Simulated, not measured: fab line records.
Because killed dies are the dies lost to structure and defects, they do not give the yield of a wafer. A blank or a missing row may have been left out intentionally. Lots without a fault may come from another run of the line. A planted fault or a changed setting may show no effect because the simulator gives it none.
Problem report in the 8D (eight disciplines) form, filled by code	flow berkeleyCmos170	the parts of the form that need people (team, actions taken, sign-off) are left out

1. PROBLEM STATEMENT
PWELL_NITRIDE_THK at UCB170_PWELL_THK_MEAS_06 reads a mean of 195.2 nm on 12 wafers of 4 lots; wafers without a fault read 219.4 nm with a standard deviation of 2.2. Relative to the usual mean, that is a shift of -11 standard deviations.
Earliest sighting: wafer L620.1 on filmMetro-04 at day 6 08:32. The record holds 48 wafers of 16 lots with a number at this step. By rule, "out" or "out of limits" means more than 4 standard deviations away from the usual mean. The rest of the wafers with a number are treated as sound.

2. WHAT IT IS, WHAT IT ISN'T
question	is	is not
which readings at this step	PWELL_NITRIDE_THK	-
which lots	L620, L621, L622, L623	L604, L605, L606, L607, L608, L609, L610, L611, L612, L625, L626, L627
which wafers of those lots	all that have a number	-
read on which gauges	filmMetro-01, filmMetro-03, filmMetro-04	-
when	from day 6 08:32	up to then (27 sound wafers); but 9 sound wafers of L625, L626, L627 came after

3. WHAT RULES OUT EACH SUSPECT
Counting: any tool at a process step up to the reading is kept as a suspect provided that every lot that is out went through it and no sound lot did after the first of them.
- the gauge at UCB170_PWELL_THK_MEAS_06 has been ruled out. The wafers that are out were read on 3 gauges (filmMetro-01, filmMetro-03, filmMetro-04).
- lpcvd-02 at UCB170_PWELL_CVD_05 (deposits Si3N4 from SiH2Cl2/NH3, target thk 220 nm, time 3300 s): kept. All lots that are out passed through it, beginning with L620 at day 6 06:38, and no sound lot followed; its final sound lot before that point was L611 at day 4 05:40.
After counting, what remains is lpcvd-02 at UCB170_PWELL_CVD_05.

4. THE CAUSE (what the simulator had put in)
Site profile drift: lpcvd-02, from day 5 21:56 on, at UCB170_PWELL_CVD_05. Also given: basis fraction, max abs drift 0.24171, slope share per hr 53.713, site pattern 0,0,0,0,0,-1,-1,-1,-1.
After counting, this tool was the only one left.

5. THE EFFECT CHAIN, in route order
Each row: a reading whose mean over the struck wafers that have a number lies more than 3 standard deviations from the usual. Readings are gone through only where the record gives a usual standard deviation; hours: the median, over the lots, of the time from a lot's start at the first step in this table giving one to that lot's start at this step; sigmas: the change measured in usual standard deviations.
hours	step	reading	usual	on struck wafers	change	sigmas
0	UCB170_PWELL_THK_MEAS_06	PWELL_NITRIDE_THK	219.4 nm	195.2	-24.2	-11
2	UCB170_PWELL_ETCH_14	oesProductAu	0.940 a.u.	0.880	-0.060	-3.0
Here are the process steps it includes:
- UCB170_PWELL_ETCH_14: etches Si3N4 in CH3F/Ar/O2, stops on SiO2, target depth 242 nm, time 151 s.
Later steps that measure or inspect, where all struck wafers having a row at the step show a number for every such reading and not one has moved that far: UCB170_ACTIVE_CD_MEAS_13, UCB170_M3_OVL_MEAS_16.

6. HOW IT WOULD HAVE BEEN CAUGHT EARLIER
11 hours passed between the start of the fault at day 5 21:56 and the first reading out of limits at a measuring or inspecting step in this record, taken at day 6 08:32.
Of the tool readings at UCB170_PWELL_CVD_05 for which the record gives a usual standard deviation, none was out on any struck wafer, so an alarm limit of 4 standard deviations on them would not have fired.
Lots out: 4; of these, L623 started UCB170_PWELL_CVD_05 on lpcvd-02 after day 6 08:32. Putting the tool on hold at that point would have spared it.
